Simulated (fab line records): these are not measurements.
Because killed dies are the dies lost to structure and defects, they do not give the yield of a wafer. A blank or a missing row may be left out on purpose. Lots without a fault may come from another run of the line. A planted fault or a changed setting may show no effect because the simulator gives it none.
Split-lot study ; flow berkeleyCmos170 ; 23 wafers read from 5 lots, route of 331 steps

THE SPLIT ITSELF
At UCB170_CONTACT_CVD_01 (deposits PSG from SiH4/O2/PH3, target thk 700 nm, time 2820 s), the setting timeS was moved away from the recipe's 2820 s on 20 of the 23 wafers read, by +9.9% to +13.8%. This setting was run at the recipe's value on the other wafers.

No step appears in the file between the split and the reading.

THE READING
At UCB170_CONTACT_THK_MEAS_02: CONTACT_PSG_THK, given in nm. On this fab line, fault-free wafers typically give 701 nm with a standard deviation of 7.8 nm.

wafer;tool, chamber at the split;timeS as run, s;against the recipe;CONTACT_PSG_THK, nm;against lot-mates on the recipe
L074.1;-, -;3143;+11.5%;788;no lot-mate on the recipe
L074.2;-, -;3143;+11.5%;791;no lot-mate on the recipe
L074.3;-, -;3143;+11.5%;786;no lot-mate on the recipe
L074.5;-, -;3143;+11.5%;793;no lot-mate on the recipe
L074.6;-, -;3143;+11.5%;790;no lot-mate on the recipe
L077.1;lpcvd-01, 1;2820;recipe;703;-
L077.4;lpcvd-01, 1;2820;recipe;693;-
L077.6;lpcvd-01, 1;2820;recipe;704;-
L078.2;-, -;3140;+11.3%;791;no lot-mate on the recipe
L078.3;-, -;3140;+11.3%;790;no lot-mate on the recipe
L078.4;-, -;3140;+11.3%;783;no lot-mate on the recipe
L078.5;-, -;3140;+11.3%;788;no lot-mate on the recipe
L078.6;-, -;3140;+11.3%;788;no lot-mate on the recipe
L079.1;-, -;3210;+13.8%;793;no lot-mate on the recipe
L079.2;-, -;3210;+13.8%;799;no lot-mate on the recipe
L079.3;-, -;3210;+13.8%;795;no lot-mate on the recipe
L079.4;-, -;3210;+13.8%;796;no lot-mate on the recipe
L079.6;-, -;3210;+13.8%;795;no lot-mate on the recipe
L085.1;-, -;3098;+9.9%;770;no lot-mate on the recipe
L085.3;-, -;3098;+9.9%;770;no lot-mate on the recipe
L085.4;-, -;3098;+9.9%;769;no lot-mate on the recipe
L085.5;-, -;3098;+9.9%;764;no lot-mate on the recipe
L085.6;-, -;3098;+9.9%;774;no lot-mate on the recipe

FIT RESULTS
A straight line over all 23 wafers: CONTACT_PSG_THK changes by +7.24 nm for each +1% of timeS; r = +0.98; the points scatter about the line by 5.7 nm.
Too few moved wafers have a lot-mate on the recipe to fit a line with each lot's own level taken away.

THE WHOLE CHAIN: every reading that the file lists as answering this split, in the file's order
step;what it does;reading;change (the file's fit);r (the file's)
UCB170_CONTACT_CVD_01;deposits PSG from SiH4/O2/PH3, target thk 700 nm, time 2820 s;PSG_of_CONTACT_CVD_01.thkNm (the simulator's own value, which no gauge read);+7.24 nm for each +1% of the setting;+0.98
UCB170_CONTACT_THK_MEAS_02;;CONTACT_PSG_THK;+7.25 for each +1% of the setting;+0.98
UCB170_CONTACT_ETCH_18;etches PSG in CHF3/CF4/Ar, stops on TiSi2, target depth 840 nm, time 195 s;etch.depthNm (the simulator's own value, which no gauge read);+7.24 nm for each +1% of the setting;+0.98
UCB170_CONTACT_ETCH_18;etches PSG in CHF3/CF4/Ar, stops on TiSi2, target depth 840 nm, time 195 s;CONTACT.featureDepthNm (the simulator's own value, which no gauge read);+7.24 nm for each +1% of the setting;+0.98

FILE'S OWN FIT
CONTACT_PSG_THK changes by +7.25 nm for each +1% of timeS, r = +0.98.
